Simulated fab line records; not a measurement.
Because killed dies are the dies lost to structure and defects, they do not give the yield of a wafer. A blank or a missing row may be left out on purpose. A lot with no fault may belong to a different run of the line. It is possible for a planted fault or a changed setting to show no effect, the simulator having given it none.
fab line records    flow berkeley_cmos170    part 2 of 2: steps 29 to 37 of 37
record: lots: 5  wafers: 15  last_day: 13
route steps=331 shown SILICIDE@214 CONTACT@216 M1@238
lots that met no fault: from a run of the same line without faults
start_h: the number of hours between the record's first day and the start of the first shown wafer of the lot    wait_h: hours elapsed since this lot's preceding step    " unchanged from the row above    L1.1+2: a row that stands for several wafers    - no value, or no start given    * or withheld: withheld    < > ~ a bound
route shown NAME@n: a module of which the file shows steps, and the number in the route of the first    usual: average and standard deviation across the fault-free wafers    same: alike in all rows    chamber/n: place in a boat    sites: the reading at each site    _std_site: standard deviation of those values    _edge_site: the outer-site mean with the inner-site mean subtracted    radius_mm: for every site, how far away it sits from the centre of the wafer    mask NAME#n: copy n    behind: the tool/chamber that last shaped the wafer    hold: the reason the lot was held/the length of the hold in hours/how it ended    device: the n, p or np transistor that did not switch    end of line: tests run on the same wafers once the route is complete    where a step has no rows: the recipe by itself    killed: at the first sort, the dies lost to defects and structure; wafer yield is something else    map: per-die view of a wafer (x killed, . not killed, _ where there is no die)
set.NAME: the setting that was run; set.NAME@STEP: the one run at that earlier step    model.NAME: the simulator's own value behind a step, which no gauge read
lots at some steps of the route; a table a step, a row a wafer
services: the hour from which a tool's chamber was out of use, counted from the record's first day as start_h (under 0 if before that day), plus the number of hours and why
== steps ==
step: UCB170_M1_COAT_04
recipe: resist: KrF  spin_rpm: 1500  resist_thk_nm: 900
lot.wafer   tool            chamber  start_h  wait_h
L075.1+4+6  litho_track-01  0        -        -
L078.2+3+4  litho_track-03  0        -        -
L077.2+5+6  litho_track-04  0        -        -
L092.3+4+6  litho_track-03  0        -        -
L096.1+2+4  litho_track-03  0        -        -
step: UCB170_M1_SOFTBAKE_05
recipe: resist: KrF  temp_c: 130  time_s: 60
usual: plate_temp_C: 129.99/0.13
lot.wafer  tool            chamber  start_h  wait_h  plate_temp_C
L075.1     litho_track-01  0        -        -       130.02
L075.4     "               0        "        "       130.04
L075.6     "               0        "        "       129.99
L078.2     litho_track-03  0        -        -       130.01
L078.3     "               0        "        "       130.06
L078.4     "               0        "        "       130.05
L077.2     litho_track-04  0        -        -       130.25
L077.5     "               0        "        "       129.95
L077.6     "               0        "        "       130.00
L092.3     litho_track-03  0        -        -       129.87
L092.4     "               0        "        "       129.87
L092.6     "               0        "        "       129.83
L096.1     litho_track-03  0        -        -       130.03
L096.2     "               0        "        "       129.92
L096.4     "               0        "        "       129.78
step: UCB170_M1_EXPOSE_06
recipe: mask_id: METAL1  target_cd_nm: 700  na: 0.5  sigma_outer: 0.6  source_shape: conventional  dose_mj: 21
usual: focus_offset_nm: 0.1/0.52  reticle_temp_C: 23.01/0.1
lot.wafer  tool            chamber  start_h  wait_h  mask      focus_offset_nm  reticle_temp_C
L075.1     krf_scanner-02  0        195.19   -       METAL1#0  -0.6             22.97
L075.4     "               0        "        "       METAL1#0  -0.4             23.14
L075.6     "               0        "        "       METAL1#0  -0.5             22.96
L078.2     krf_scanner-02  0        197.86   -       METAL1#0  -0.7             23.04
L078.3     "               0        "        "       METAL1#0  0.2              23.07
L078.4     "               0        "        "       METAL1#0  0.1              22.86
L077.2     krf_scanner-01  0        201.83   -       METAL1#0  -0.5             23.10
L077.5     "               0        "        "       METAL1#0  0.0              23.00
L077.6     "               0        "        "       METAL1#0  0.5              22.79
L092.3     krf_scanner-01  0        262.47   -       METAL1#0  -0.6             22.83
L092.4     "               0        "        "       METAL1#0  -0.3             22.86
L092.6     "               0        "        "       METAL1#0  -0.3             23.02
L096.1     krf_scanner-01  0        286.35   -       METAL1#0  -0.4             22.91
L096.2     "               0        "        "       METAL1#0  0.0              22.93
L096.4     "               0        "        "       METAL1#0  -0.1             22.93
step: UCB170_M1_PEB_07
recipe: peb_temp_c: 130  peb_time_s: withheld  resist: KrF
usual: plate_temp_C: 130.00/0.13
lot.wafer  tool            chamber  start_h  wait_h  plate_temp_C
L075.1     litho_track-01  0        195.34   0.1     130.15
L075.4     "               0        "        "       130.03
L075.6     "               0        "        "       130.07
L078.2     litho_track-01  0        197.98   0.1     130.09
L078.3     "               0        "        "       130.06
L078.4     "               0        "        "       129.86
L077.2     litho_track-03  0        202.55   0.7     130.00
L077.5     "               0        "        "       129.93
L077.6     "               0        "        "       129.84
L092.3     litho_track-04  0        262.60   0.1     130.07
L092.4     "               0        "        "       129.92
L092.6     "               0        "        "       129.90
L096.1     litho_track-01  0        287.01   0.6     130.17
L096.2     "               0        "        "       130.18
L096.4     "               0        "        "       130.10
step: UCB170_M1_DEVELOP_08
recipe: developer: TMAH  develop_time_s: 45  resist: KrF  dev_temp_c: 21
lot.wafer   tool            chamber  start_h  wait_h
L075.1+4+6  litho_track-01  0        -        -
L078.2+3+4  litho_track-01  0        -        -
L077.2+5+6  litho_track-03  0        -        -
L092.3+4+6  litho_track-04  0        -        -
L096.1+2+4  litho_track-01  0        -        -
step: UCB170_M1_CD_MEAS_09
recipe: target_cd_nm: 700
usual: cd_nm: 699.8/1.3
lot.wafer  tool       chamber  start_h  wait_h  cd_nm
L075.1     cd_sem-02  -        195.61   -       701.5
L075.4     "          -        "        "       702.2
L075.6     "          -        "        "       703.2
L078.2     cd_sem-02  -        198.25   -       701.9
L078.3     "          -        "        "       700.4
L078.4     "          -        "        "       701.9
L077.2     cd_sem-01  -        202.82   -       698.2
L077.5     "          -        "        "       699.9
L077.6     "          -        "        "       700.1
L092.3     cd_sem-02  -        262.87   -       698.7
L092.4     "          -        "        "       698.2
L092.6     "          -        "        "       700.1
L096.1     cd_sem-01  -        287.29   -       699.3
L096.2     "          -        "        "       698.2
L096.4     "          -        "        "       698.7
step: UCB170_M1_OVL_MEAS_10
usual: M1_OVL: 1/4.8
lot.wafer  tool        chamber  start_h  wait_h  M1_OVL[nm]
L075.1     overlay-01  -        195.73   0.1     0
L075.4     "           -        "        "       -3
L075.6     "           -        "        "       2
L078.2     overlay-02  -        198.36   0.1     -5
L078.3     "           -        "        "       4
L078.4     "           -        "        "       4
L077.2     overlay-01  -        202.93   0.1     -3
L077.5     "           -        "        "       -3
L077.6     "           -        "        "       0
L092.3     overlay-01  -        263.00   0.1     -2
L092.4     "           -        "        "       -5
L092.6     "           -        "        "       -6
L096.1     overlay-02  -        287.41   0.1     1
L096.2     "           -        "        "       0
L096.4     "           -        "        "       -2
step: UCB170_M1_ETCH_11
recipe: chemistry: N2/H2  target_depth_a: withheld  overetch_a: withheld  target: BARC  time_s: withheld  source_w: 500  bias_w: 100  pressure_mtorr: 30  n2_flow_sccm: 100  h2_flow_sccm: 200
usual: drypump_motor_current_A: 5.7/0.52  n2_flow_sccm: 100.00/0.29  oes_product_au: 1.014/0.025  throttle_valve_pct: 13.27/0.21
lot.wafer  tool         chamber  start_h  wait_h  drypump_motor_current_A  n2_flow_sccm  oes_product_au  throttle_valve_pct
L075.1     rie_diel-04  3        195.77   0.0     4.8                      100.09        1.073           13.24
L075.4     "            1        "        "       6.0                      99.79         1.020           12.99
L075.6     "            2        "        "       6.0                      99.89         0.982           13.55
L078.2     rie_diel-04  3        198.39   0.0     4.8                      99.84         1.061           13.25
L078.3     "            0        "        "       6.1                      100.13        1.002           13.03
L078.4     "            1        "        "       6.0                      100.12        1.001           12.97
L077.2     rie_diel-03  0        202.96   0.0     6.0                      100.08        1.000           13.49
L077.5     "            0        "        "       5.9                      100.03        1.000           13.49
L077.6     "            1        "        "       6.5                      99.98         0.986           13.04
L092.3     rie_diel-04  1        263.02   0.0     6.0                      100.17        0.999           12.99
L092.4     "            1        "        "       6.0                      100.06        1.002           13.00
L092.6     "            3        "        "       4.8                      99.74         1.057           13.25
L096.1     rie_diel-03  1        287.44   0.0     6.6                      99.51         0.990           13.06
L096.2     "            2        "        "       5.5                      99.84         0.993           13.51
L096.4     "            2        "        "       5.5                      99.77         0.998           13.52
step: UCB170_M1_METAL_ETCH_12
recipe: chemistry: Cl2/BCl3  target: Al  stop_on: PSG  pressure_mtorr: 12  target_depth_a: 7800  over_etch_frac: 0.3  time_s: 130  icp_w: 600  bias_w: 120  Cl2_flow_sccm: 90  bcl3_flow_sccm: 45
usual: bcl3_flow_sccm: 45.00/0.14  drypump_motor_current_A: 5.8/0.48  oes_product_au: 0.861/0.017  throttle_valve_pct: 24.49/0.25
lot.wafer  tool          chamber  start_h  wait_h  bcl3_flow_sccm  drypump_motor_current_A  oes_product_au  rf_hours_counter_h  throttle_valve_pct
L075.1     rie_metal-02  0        195.81   -       45.00           6.3                      0.879           9                   24.06
L075.4     "             0        "        "       44.69           6.3                      0.874           -                   24.05
L075.6     "             0        "        "       44.88           6.3                      0.883           -                   24.04
L078.2     rie_metal-02  0        198.48   -       44.95           6.3                      0.871           -                   24.06
L078.3     "             0        "        "       45.22           6.3                      0.872           -                   24.04
L078.4     "             0        "        "       45.29           6.3                      0.873           -                   24.06
L077.2     rie_metal-03  1        203.04   -       45.17           5.2                      0.878           -                   24.65
L077.5     "             1        "        "       45.06           5.2                      0.869           -                   24.66
L077.6     "             1        "        "       45.11           5.2                      0.871           -                   24.68
L092.3     rie_metal-03  0        263.11   -       44.91           5.6                      0.846           -                   24.75
L092.4     "             1        "        "       44.83           5.2                      0.863           -                   24.66
L092.6     "             1        "        "       45.04           5.2                      0.875           -                   24.65
L096.1     rie_metal-03  1        287.48   -       44.95           5.2                      0.863           10                  24.66
L096.2     "             1        "        "       45.10           5.3                      0.869           -                   24.66
L096.4     "             1        "        "       45.01           5.2                      0.871           -                   24.65
== services ==
tool             chamber  start_h  hours  kind
rtp_anneal-01    -        165.13   1.3    pm
krf_scanner-01   -        172.31   1.0    pm
plasma_asher-04  -        174.14   15.6   pm
rie_diel-01      0        179.79   2.9    repair
rie_diel-03      0        184.55   12.1   repair
rie_diel-01      3        187.65   1.7    repair
rtp_anneal-01    -        195.15   4.4    pm
krf_scanner-02   -        202.82   1.3    pm
wet_bench-02     -        203.14   1.1    repair
krf_scanner-01   -        208.12   1.3    pm
rie_diel-03      3        210.11   1.7    repair
rie_diel-04      2        213.23   6.8    repair
rie_metal-02     -        215.48   0.4    repair
rie_metal-02     1        224.64   6.8    repair
rie_diel-04      -        235.37   18.6   repair
rie_diel-02      0        248.41   6.2    repair
krf_scanner-02   -        249.26   1.0    pm
krf_scanner-01   -        256.35   1.4    repair
rie_diel-01      -        256.37   2.8    pm
rie_metal-03     -        270.34   12.6   repair
rie_metal-03     0        274.71   20.4   repair
krf_scanner-02   -        279.98   2.3    repair
rie_diel-02      -        281.97   2.8    pm
rie_diel-03      3        284.12   11.8   repair
